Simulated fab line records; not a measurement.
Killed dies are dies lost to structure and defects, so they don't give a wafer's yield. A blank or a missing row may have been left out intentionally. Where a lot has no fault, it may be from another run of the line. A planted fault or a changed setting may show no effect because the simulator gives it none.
fab line records | flow berkeleyCmos170 | part 1 of 2: steps 1 to 30 of 41
record: lots: 5 wafers: 15 lastDay: 10
route steps=331 shown PWELL@50 WELLDRIVE@55 ACTIVE@60 PFIELD@79 FIELD@89
lots that met no fault: taken from a fault-free run of the same line
startH: start of the lot's first displayed wafer, in hours after the record's first day | waitH: hours since the lot's step before | " unchanged from the row above | L1.1+2: one row covering several wafers at once | - no value, or no start given | * or withheld: withheld | < > ~ a bound
route shown NAME@n: names a module that has steps shown in the file, with the first one's number in the route | usual: average and standard deviation across the fault-free wafers | same: alike in all rows | chamber/n: place in a boat | sites: per-site readings | _std_site: their standard deviation | _edge_site: mean of outer sites minus mean of inner sites | radiusMm: for every site, how far away it sits from the centre of the wafer | mask NAME#n: copy n | behind: the tool/chamber that last shaped the wafer | hold: cause of the lot's hold/its duration in hours/its outcome | device: transistor that didn't switch, given as n, p or np | end of line: at the end of the route, the tests of the same wafers | a step without rows: its recipe alone | killed: not the wafer's yield, but the dies lost to structure and defects at the first sort | map: a wafer's dies, x killed, . not, _ none there
set.NAME: the setting that was run; set.NAME@STEP: the one run at that earlier step | model.NAME: the simulator's own value behind a step, which no gauge read
lots at some steps of the route; a table a step, a row a wafer
services: a tool's chamber out of use, with start hour (startH, from the record's first day; less than 0 if before it), hours out, and reason
== steps ==
step: UCB170_PWELL_STRIP_16
recipe: chemistry: O2 powerW: 400 pressureMtorr: 3500 platenTempC: withheld o2FlowSccm: 400 overashFraction: 0.5
usual: drypumpMotorCurrentA: 5.81/0.11 oesProductAu: 0.721/0.0043 stripTimeToEndpointS: 18.13/0.091
columns lot.wafer tool chamber startH waitH drypumpMotorCurrentA oesProductAu rfHoursCounterH stripTimeToEndpointS
L076.3 plasmaAsher-01 1 57.32 0.1 5.85 0.726 - 18.17
L076.4 " 0 " " 5.90 0.711 - 18.01
L076.5 " 1 " " 5.84 0.724 - 18.00
L084.3 plasmaAsher-04 0 103.20 0.1 5.76 0.713 - 17.99
L084.4 " 1 " " 5.92 0.723 - 18.04
L084.6 " 1 " " 5.95 0.719 - 18.06
L089.3 plasmaAsher-04 0 125.19 0.1 5.73 0.729 - 18.26
L089.5 " 1 " " 5.98 0.723 - 18.19
L089.6 " 0 " " 5.73 0.719 - 18.25
L088.2 plasmaAsher-01 0 125.36 0.1 5.88 0.728 42 18.17
L088.3 " 1 " " 5.83 0.726 - 18.13
L088.6 " 1 " " 5.86 0.713 - 18.18
L092.3 plasmaAsher-04 1 135.41 0.1 5.93 0.728 - 18.25
L092.4 " 0 " " 5.73 0.722 - 18.23
L092.5 " 0 " " 5.82 0.712 - 18.22
step: UCB170_PWELL_TW_MEAS_17
usual: PWELL_TW: 376.7/1.8
columns lot.wafer tool chamber startH waitH PWELL_TW
L076.3 filmMetro-03 - 57.40 0.1 375.4
L076.4 " - " " 377.0
L076.5 " - " " 373.9
L084.3 filmMetro-01 - 103.29 0.1 378.5
L084.4 " - " " 378.3
L084.6 " - " " 378.6
L089.3 filmMetro-04 - 125.28 0.1 381.0
L089.5 " - " " 377.6
L089.6 " - " " 378.8
L088.2 filmMetro-04 - 125.47 0.1 379.2
L088.3 " - " " 380.9
L088.6 " - " " 376.1
L092.3 filmMetro-01 - 135.50 0.1 373.9
L092.4 " - " " 373.6
L092.5 " - " " 374.8
step: UCB170_PWELL_CLEAN_18
recipe: chemistry: SPM tempC: 120 timeS: 600
same: timeS: 600
columns lot.wafer tool chamber startH waitH
L076.3+4+5 wetBench-03 3 58.88 1.5
L084.3+4+6 wetBench-02 2 103.41 0.1
L089.3+5+6 wetBench-03 1 125.32 0.0
L088.2+3+6 wetBench-03 0 125.52 0.0
L092.3+4+5 wetBench-03 0 135.73 0.2
step: UCB170_PWELL_WET_ETCH_19
recipe: chemistry: H3PO4 target: Si3N4 tempC: 160 timeS: 14400
same: timeS: 14400
columns lot.wafer tool chamber startH waitH
L076.3+4+5 wetBench-03 2 59.28 0.2
L084.3+4+6 wetBench-02 3 103.93 0.1
L089.3+5+6 wetBench-02 2 125.49 0.0
L088.2+3+6 wetBench-03 1 126.05 0.3
L092.3+4+5 wetBench-03 3 136.31 0.4
step: UCB170_PWELL_WET_ETCH_20
recipe: chemistry: BOE dilution: 5:1 target: SiO2 tempC: 25 timeS: 22
same: timeS: 22
columns lot.wafer tool chamber startH waitH
L076.3+4+5 wetBench-03 3 64.29 0.6
L084.3+4+6 wetBench-02 1 112.85 0.2
L089.3+5+6 wetBench-02 1 129.71 0.2
L088.2+3+6 wetBench-02 1 130.10 0.0
L092.3+4+5 wetBench-03 0 140.38 0.1
step: UCB170_WELLDRIVE_CLEAN_00
recipe: chemistry: SPM tempC: 120 timeS: 600
same: timeS: 600
columns lot.wafer tool chamber startH waitH
L076.3+4+5 wetBench-03 0 64.31 0.0
L084.3+4+6 wetBench-02 1 112.89 0.0
L089.3+5+6 wetBench-02 1 129.91 0.2
L088.2+3+6 wetBench-02 3 130.12 0.0
L092.3+4+5 wetBench-03 1 140.39 0.0
step: UCB170_WELLDRIVE_OXIDATION_01
recipe: tempC: 1100 ambient: O2 targetThkA: 1990 oxTimeS: 9000
usual: zonePowerCentrePct: 48/3.4
columns lot.wafer tool chamber startH waitH zonePowerCentrePct
L076.3 furnace-04 0 65.35 0.8 44
L076.4 " 0 " " 44
L076.5 " 0 " " 43
L084.3 furnace-01 0 113.37 0.3 51
L084.4 " 0 " " 51
L084.6 " 0 " " 50
L088.2 furnace-02 0 131.76 1.4 51
L088.3 " 0 " " 50
L088.6 " 0 " " 51
L089.3 furnace-02 0 131.76 1.7 51
L089.5 " 0 " " 50
L089.6 " 0 " " 50
L092.3 furnace-01 0 144.04 3.5 50
L092.4 " 0 " " 51
L092.5 " 0 " " 51
step: UCB170_WELLDRIVE_THK_MEAS_02
recipe: reads: SiO2_of_WELLDRIVE_OXIDATION_01
usual: WELLDRIVE_OXIDE_THK: 199/3.6
columns lot.wafer tool chamber startH waitH WELLDRIVE_OXIDE_THK[nm]
L076.3 filmMetro-01 - 68.87 0.0 194
L076.4 " - " " 197
L076.5 " - " " 195
L084.3 filmMetro-04 - 116.95 0.1 195
L084.4 " - " " 198
L084.6 " - " " 197
L088.2 filmMetro-02 - 135.27 0.0 198
L088.3 " - " " 201
L088.6 " - " " 199
L089.3 filmMetro-01 - 135.28 0.0 201
L089.5 " - " " 200
L089.6 " - " " 203
L092.3 filmMetro-01 - 147.56 0.0 195
L092.4 " - " " 197
L092.5 " - " " 197
step: UCB170_WELLDRIVE_ANNEAL_03
recipe: tempC: 1100 timeS: 900 ambient: N2
usual: zonePowerCentrePct: 46/3.5
same: timeS: 900
columns lot.wafer tool chamber startH waitH zonePowerCentrePct
L076.3 furnace-04 0 72.01 3.1 44
L076.4 " 0 " " 44
L076.5 " 0 " " 43
L084.3 furnace-02 0 119.49 2.5 51
L084.4 " 0 " " 51
L084.6 " 0 " " 51
L088.2 furnace-04 0 137.83 2.6 44
L088.3 " 0 " " 43
L088.6 " 0 " " 43
L089.3 furnace-04 0 137.83 2.5 44
L089.5 " 0 " " 44
L089.6 " 0 " " 44
L092.3 furnace-01 0 151.39 3.8 50
L092.4 " 0 " " 51
L092.5 " 0 " " 50
step: UCB170_WELLDRIVE_WET_ETCH_04
recipe: chemistry: BOE dilution: 5:1 target: SiO2 tempC: 25 timeS: 120
same: timeS: 120
columns lot.wafer tool chamber startH waitH
L076.3+4+5 wetBench-03 0 73.26 0.0
L084.3+4+6 wetBench-03 2 120.74 0.0
L088.2+3+6 wetBench-04 2 139.08 0.0
L089.3+5+6 wetBench-04 3 139.08 0.0
L092.3+4+5 wetBench-03 3 152.64 0.0
step: UCB170_ACTIVE_CLEAN_00
recipe: chemistry: SPM tempC: 120 timeS: 600
same: timeS: 600
columns lot.wafer tool chamber startH waitH
L076.3+4+5 wetBench-03 3 73.30 0.0
L084.3+4+6 wetBench-03 3 120.78 0.0
L088.2+3+6 wetBench-04 0 139.12 0.0
L089.3+5+6 wetBench-04 2 139.12 0.0
L092.3+4+5 wetBench-02 1 152.68 0.0
step: UCB170_ACTIVE_CLEAN_01
recipe: chemistry: dHF dilution: 25:1 timeS: 60
same: timeS: 60
columns lot.wafer tool chamber startH waitH
L076.3+4+5 wetBench-03 1 73.48 0.0
L084.3+4+6 wetBench-03 1 120.97 0.0
L088.2+3+6 wetBench-04 3 139.30 0.0
L089.3+5+6 wetBench-04 1 139.30 0.0
L092.3+4+5 wetBench-03 3 152.85 0.0
step: UCB170_ACTIVE_OXIDATION_02
recipe: tempC: 1000 ambient: O2 targetThkA: 264 oxTimeS: 1260
usual: zonePowerCentrePct: 45/3.1
columns lot.wafer tool chamber startH waitH zonePowerCentrePct
L076.3 furnace-02 0 77.22 3.7 45
L076.4 " 0 " " 45
L076.5 " 0 " " 46
L084.3 furnace-02 0 122.24 1.2 45
L084.4 " 0 " " 45
L084.6 " 0 " " 45
L088.2 furnace-02 0 141.36 2.0 45
L088.3 " 0 " " 45
L088.6 " 0 " " 46
L089.3 furnace-02 0 141.36 2.0 45
L089.5 " 0 " " 46
L089.6 " 0 " " 45
L092.3 furnace-04 0 156.08 3.2 39
L092.4 " 0 " " 39
L092.5 " 0 " " 39
step: UCB170_ACTIVE_THK_MEAS_03
recipe: reads: SiO2_of_ACTIVE_OXIDATION_02
usual: ACTIVE_OXIDE_THK: 26.1/0.55
columns lot.wafer tool chamber startH waitH ACTIVE_OXIDE_THK[nm]
L076.3 filmMetro-01 - 78.59 0.0 26.8
L076.4 " - " " 26.7
L076.5 " - " " 26.7
L084.3 filmMetro-03 - 123.61 0.0 26.6
L084.4 " - " " 26.5
L084.6 " - " " 26.5
L088.2 filmMetro-03 - 142.72 0.0 25.5
L088.3 " - " " 26.0
L088.6 " - " " 25.9
L089.3 filmMetro-01 - 142.73 0.0 25.5
L089.5 " - " " 26.3
L089.6 " - " " 26.1
L092.3 filmMetro-01 - 157.45 0.0 25.7
L092.4 " - " " 26.1
L092.5 " - " " 26.1
step: UCB170_ACTIVE_ANNEAL_04
recipe: tempC: 1000 timeS: 900 ambient: N2
usual: zonePowerCentrePct: 46/7.6
same: timeS: 900
columns lot.wafer tool chamber startH waitH zonePowerCentrePct
L076.3 furnace-03 0 79.92 1.3 54
L076.4 " 0 " " 55
L076.5 " 0 " " 53
L084.3 furnace-04 0 126.48 2.9 39
L084.4 " 0 " " 39
L084.6 " 0 " " 39
L088.2 furnace-04 0 146.08 3.4 39
L088.3 " 0 " " 38
L088.6 " 0 " " 39
L089.3 furnace-04 0 146.08 3.3 40
L089.5 " 0 " " 40
L089.6 " 0 " " 39
L092.3 furnace-04 0 164.11 6.7 38
L092.4 " 0 " " 39
L092.5 " 0 " " 39
step: UCB170_ACTIVE_CVD_05
recipe: material: Si3N4 targetThkNm: 220 tempC: 800 precursor: SiH2Cl2/NH3 timeS: 3300 pressureMtorr: 200 sih2cl2FlowSccm: 25 nh3FlowSccm: 75
usual: pressureMtorr: 200.0/0.46 zonePowerCentrePct: 35/3.2
same: timeS: 3300
columns lot.wafer tool chamber startH waitH pressureMtorr zonePowerCentrePct
L076.3 lpcvd-01 0 81.17 0.0 199.9 40
L076.4 " 0 " " 199.7 41
L076.5 " 0 " " 199.5 41
L084.3 lpcvd-02 0 128.40 0.7 200.3 35
L084.4 " 0 " " 199.9 35
L084.6 " 0 " " 200.6 35
L088.2 lpcvd-02 1 147.33 0.0 199.5 31
L088.3 " 1 " " 200.2 32
L088.6 " 1 " " 199.5 31
L089.3 lpcvd-02 0 147.33 0.0 199.4 35
L089.5 " 0 " " 200.3 34
L089.6 " 0 " " 199.2 35
L092.3 lpcvd-02 0 165.36 0.0 199.6 35
L092.4 " 0 " " 200.4 35
L092.5 " 0 " " 199.2 35
step: UCB170_ACTIVE_THK_MEAS_06
recipe: reads: Si3N4_of_ACTIVE_CVD_05
usual: ACTIVE_NITRIDE_THK: 219.4/2.3
columns lot.wafer tool chamber startH waitH ACTIVE_NITRIDE_THK[nm]
L076.3 filmMetro-01 - 83.11 0.0 222.5
L076.4 " - " " 221.2
L076.5 " - " " 222.5
L084.3 filmMetro-02 - 130.33 0.0 218.4
L084.4 " - " " 216.4
L084.6 " - " " 217.4
L088.2 filmMetro-03 - 149.26 0.0 216.8
L088.3 " - " " 217.5
L088.6 " - " " 219.3
L089.3 filmMetro-01 - 149.27 0.0 221.9
L089.5 " - " " 221.0
L089.6 " - " " 220.1
L092.3 filmMetro-03 - 167.30 0.0 220.6
L092.4 " - " " 220.6
L092.5 " - " " 219.5
step: UCB170_ACTIVE_HMDS_07
recipe: primeTimeS: 60 primeTempC: 100
columns lot.wafer tool chamber startH waitH
L076.3+4+5 lithoTrack-04 0 83.25 0.1
L084.3+4+6 lithoTrack-02 0 130.42 0.1
L088.2+3+6 lithoTrack-02 0 149.34 0.1
L089.3+5+6 lithoTrack-03 0 149.36 0.1
L092.3+4+5 lithoTrack-02 0 167.39 0.1
step: UCB170_ACTIVE_COAT_08
recipe: resist: KrF spinRpm: 1500 resistThkNm: 900
usual: spinSpeedRpm: 1500.0/0.82
columns lot.wafer tool chamber startH waitH spinSpeedRpm
L076.3 lithoTrack-04 0 83.40 0.1 1499.3
L076.4 " 0 " " 1498.4
L076.5 " 0 " " 1499.9
L084.3 lithoTrack-02 0 130.57 0.1 1501.0
L084.4 " 0 " " 1500.6
L084.6 " 0 " " 1500.9
L088.2 lithoTrack-02 0 149.49 0.1 1500.3
L088.3 " 0 " " 1498.9
L088.6 " 0 " " 1500.0
L089.3 lithoTrack-03 0 149.51 0.1 1499.4
L089.5 " 0 " " 1500.2
L089.6 " 0 " " 1499.9
L092.3 lithoTrack-02 0 167.54 0.1 1500.1
L092.4 " 0 " " 1500.3
L092.5 " 0 " " 1499.1
step: UCB170_ACTIVE_SOFTBAKE_09
recipe: resist: KrF tempC: 130 timeS: 60
same: timeS: 60
columns lot.wafer tool chamber startH waitH
L076.3+4+5 lithoTrack-04 0 83.55 0.1
L084.3+4+6 lithoTrack-02 0 130.72 0.1
L088.2+3+6 lithoTrack-02 0 149.64 0.1
L089.3+5+6 lithoTrack-03 0 149.66 0.1
L092.3+4+5 lithoTrack-02 0 167.69 0.1
step: UCB170_ACTIVE_EXPOSE_10
recipe: maskId: ACTIVE targetCdNm: 1200 na: 0.5 sigmaOuter: 0.6 sourceShape: conventional doseMj: 20
usual: focusOffsetNm: 0.1/0.51 stageVelMmS: 499.94/0.25
columns lot.wafer tool chamber startH waitH mask focusOffsetNm stageVelMmS
L076.3 krfScanner-01 0 83.90 0.3 ACTIVE#0 -0.3 499.89
L076.4 " 0 " " ACTIVE#0 -1.2 499.77
L076.5 " 0 " " ACTIVE#0 -0.1 500.20
L084.3 krfScanner-02 0 131.07 0.3 ACTIVE#0 0.3 499.36
L084.4 " 0 " " ACTIVE#0 -0.1 499.75
L084.6 " 0 " " ACTIVE#0 0.2 499.88
L089.3 krfScanner-01 0 149.79 0.1 ACTIVE#0 -0.2 499.95
L089.5 " 0 " " ACTIVE#0 -0.5 499.89
L089.6 " 0 " " ACTIVE#0 0.0 499.97
L088.2 krfScanner-02 0 150.02 0.4 ACTIVE#0 0.4 499.79
L088.3 " 0 " " ACTIVE#0 0.1 499.77
L088.6 " 0 " " ACTIVE#0 0.8 499.99
L092.3 krfScanner-01 0 167.83 0.1 ACTIVE#0 -0.7 500.00
L092.4 " 0 " " ACTIVE#0 -0.3 499.79
L092.5 " 0 " " ACTIVE#0 -0.7 499.44
step: UCB170_ACTIVE_PEB_11
recipe: pebTempC: 130 pebTimeS: withheld resist: KrF
columns lot.wafer tool chamber startH waitH
L076.3+4+5 lithoTrack-04 0 84.34 0.4
L084.3+4+6 lithoTrack-02 0 131.32 0.2
L089.3+5+6 lithoTrack-03 0 149.92 0.1
L088.2+3+6 lithoTrack-02 0 150.41 0.4
L092.3+4+5 lithoTrack-03 0 167.96 0.1
step: UCB170_ACTIVE_DEVELOP_12
recipe: developer: TMAH developTimeS: 45 resist: KrF devTempC: 21
columns lot.wafer tool chamber startH waitH
L076.3+4+5 lithoTrack-04 0 - -
L084.3+4+6 lithoTrack-02 0 - -
L089.3+5+6 lithoTrack-03 0 - -
L088.2+3+6 lithoTrack-02 0 - -
L092.3+4+5 lithoTrack-03 0 - -
step: UCB170_ACTIVE_CD_MEAS_13
recipe: targetCdNm: 1200
usual: cdNm: 1200.7/1.6
columns lot.wafer tool chamber startH waitH cdNm
L076.3 cdSem-01 - 84.60 - 1203.4
L076.4 " - " " 1204.6
L076.5 " - " " 1203.3
L084.3 cdSem-01 - 131.59 - 1198.2
L084.4 " - " " 1197.7
L084.6 " - " " 1196.9
L089.3 cdSem-01 - 150.19 - 1201.3
L089.5 " - " " 1199.3
L089.6 " - " " 1199.7
L088.2 cdSem-02 - 150.68 - 1201.3
L088.3 " - " " 1199.3
L088.6 " - " " 1198.5
L092.3 cdSem-02 - 168.22 - 1202.2
L092.4 " - " " 1201.6
L092.5 " - " " 1202.2
step: UCB170_ACTIVE_OVL_MEAS_14
usual: ACTIVE_OVL: 2/5.9
columns lot.wafer tool chamber startH waitH ACTIVE_OVL[nm]
L076.3 overlay-02 - 84.70 0.1 10
L076.4 " - " " 8
L076.5 " - " " 14
L084.3 overlay-02 - 131.68 0.1 -1
L084.4 " - " " 0
L084.6 " - " " 8
L089.3 overlay-01 - 150.28 0.1 8
L089.5 " - " " 5
L089.6 " - " " 11
L088.2 overlay-01 - 150.78 0.1 1
L088.3 " - " " 5
L088.6 " - " " 8
L092.3 overlay-02 - 168.31 0.1 -9
L092.4 " - " " -5
L092.5 " - " " -5
step: UCB170_ACTIVE_ETCH_15
recipe: chemistry: CH3F/Ar/O2 target: Si3N4 stopOn: SiO2 CH3F_flow_sccm: 20 Ar_flow_sccm: 50 O2_flow_sccm: 7 pressureMtorr: 50 rfW: 450 targetDepthA: 2420 overEtchFrac: 0.1 timeS: 151
usual: drypumpMotorCurrentA: 5.5/0.42 oesProductAu: 0.939/0.012 throttleValvePct: 8.10/0.11
same: timeS: 151
columns lot.wafer tool chamber startH waitH drypumpMotorCurrentA oesProductAu rfHoursCounterH throttleValvePct
L076.3 rieDiel-02 2 84.72 0.0 5.9 0.932 130 8.07
L076.4 " 3 " " 4.8 0.932 61 8.13
L076.5 " 3 " " 4.8 0.939 - 8.15
L084.3 rieDiel-04 3 131.70 0.0 5.8 0.947 50 7.98
L084.4 " 1 " " 6.1 0.932 19 8.30
L084.6 " 2 " " 5.0 0.934 - 8.08
L089.3 rieDiel-02 0 150.30 0.0 5.8 0.971 8 8.04
L089.5 " 0 " " 5.9 0.945 - 8.04
L089.6 " 1 " " 6.2 0.924 - 8.10
L088.2 rieDiel-04 2 150.81 0.0 5.0 0.926 65 8.09
L088.3 " 1 " " 6.1 0.938 19 8.31
L088.6 " 0 " " 5.7 0.945 - 7.99
L092.3 rieDiel-04 0 168.34 0.0 5.7 0.955 87 7.98
L092.4 " 3 " " 5.8 0.958 52 7.99
L092.5 " 0 " " 5.7 0.947 - 8.00
step: UCB170_ACTIVE_STRIP_16
recipe: chemistry: O2 powerW: 400 pressureMtorr: 3500 platenTempC: withheld o2FlowSccm: 400 overashFraction: 0.5
usual: drypumpMotorCurrentA: 5.76/0.18 oesProductAu: 0.721/0.0049 stripTimeToEndpointS: 18.15/0.079
columns lot.wafer tool chamber startH waitH drypumpMotorCurrentA oesProductAu rfHoursCounterH stripTimeToEndpointS
L076.3 plasmaAsher-04 0 84.85 0.1 5.80 0.723 - 18.07
L076.4 " 1 " " 5.95 0.723 - 18.02
L076.5 " 1 " " 5.94 0.717 - 18.01
L084.3 plasmaAsher-03 1 131.84 0.1 5.44 0.724 - 18.15
L084.4 " 0 " " 5.83 0.719 - 18.12
L084.6 " 1 " " 5.45 0.722 - 18.10
L089.3 plasmaAsher-04 1 150.44 0.1 5.91 0.717 - 18.15
L089.5 " 0 " " 5.75 0.726 - 18.12
L089.6 " 1 " " 5.88 0.719 - 18.13
L088.2 plasmaAsher-03 1 150.91 0.1 5.46 0.722 37 18.34
L088.3 " 0 " " 5.88 0.721 - 18.25
L088.6 " 1 " " 5.49 0.725 - 18.17
L092.3 plasmaAsher-01 1 168.47 0.1 5.83 0.723 - 18.26
L092.4 " 0 " " 5.92 0.716 - 18.30
L092.5 " 1 " " 5.83 0.723 - 18.28
step: UCB170_ACTIVE_CD_MEAS_90
recipe: targetCdNm: 1200
usual: cdNm: 1200.6/1.6
columns lot.wafer tool chamber startH waitH cdNm
L076.3 cdSem-01 - 84.96 0.1 1203.9
L076.4 " - " " 1204.1
L076.5 " - " " 1203.5
L084.3 cdSem-01 - 131.98 0.1 1198.6
L084.4 " - " " 1197.6
L084.6 " - " " 1197.2
L089.3 cdSem-01 - 150.54 0.1 1201.6
L089.5 " - " " 1199.4
L089.6 " - " " 1199.3
L088.2 cdSem-01 - 151.03 0.1 1201.6
L088.3 " - " " 1199.4
L088.6 " - " " 1198.8
L092.3 cdSem-01 - 168.58 0.1 1202.2
L092.4 " - " " 1201.9
L092.5 " - " " 1202.1
step: UCB170_ACTIVE_CLEAN_17
recipe: chemistry: SPM tempC: 120 timeS: 600
same: timeS: 600
columns lot.wafer tool chamber startH waitH
L076.3+4+5 wetBench-04 3 85.10 0.1
L084.3+4+6 wetBench-02 2 132.16 0.2
L089.3+5+6 wetBench-03 3 150.65 0.1
L088.2+3+6 wetBench-03 2 151.13 0.1
L092.3+4+5 wetBench-03 0 168.66 0.1
step: UCB170_PFIELD_HMDS_00
recipe: primeTimeS: 60 primeTempC: 100
columns lot.wafer tool chamber startH waitH
L076.3+4+5 lithoTrack-01 0 85.43 0.2
L084.3+4+6 lithoTrack-02 0 132.40 0.1
L089.3+5+6 lithoTrack-02 0 150.87 0.1
L088.2+3+6 lithoTrack-02 0 151.33 0.0
L092.3+4+5 lithoTrack-02 0 168.88 0.1
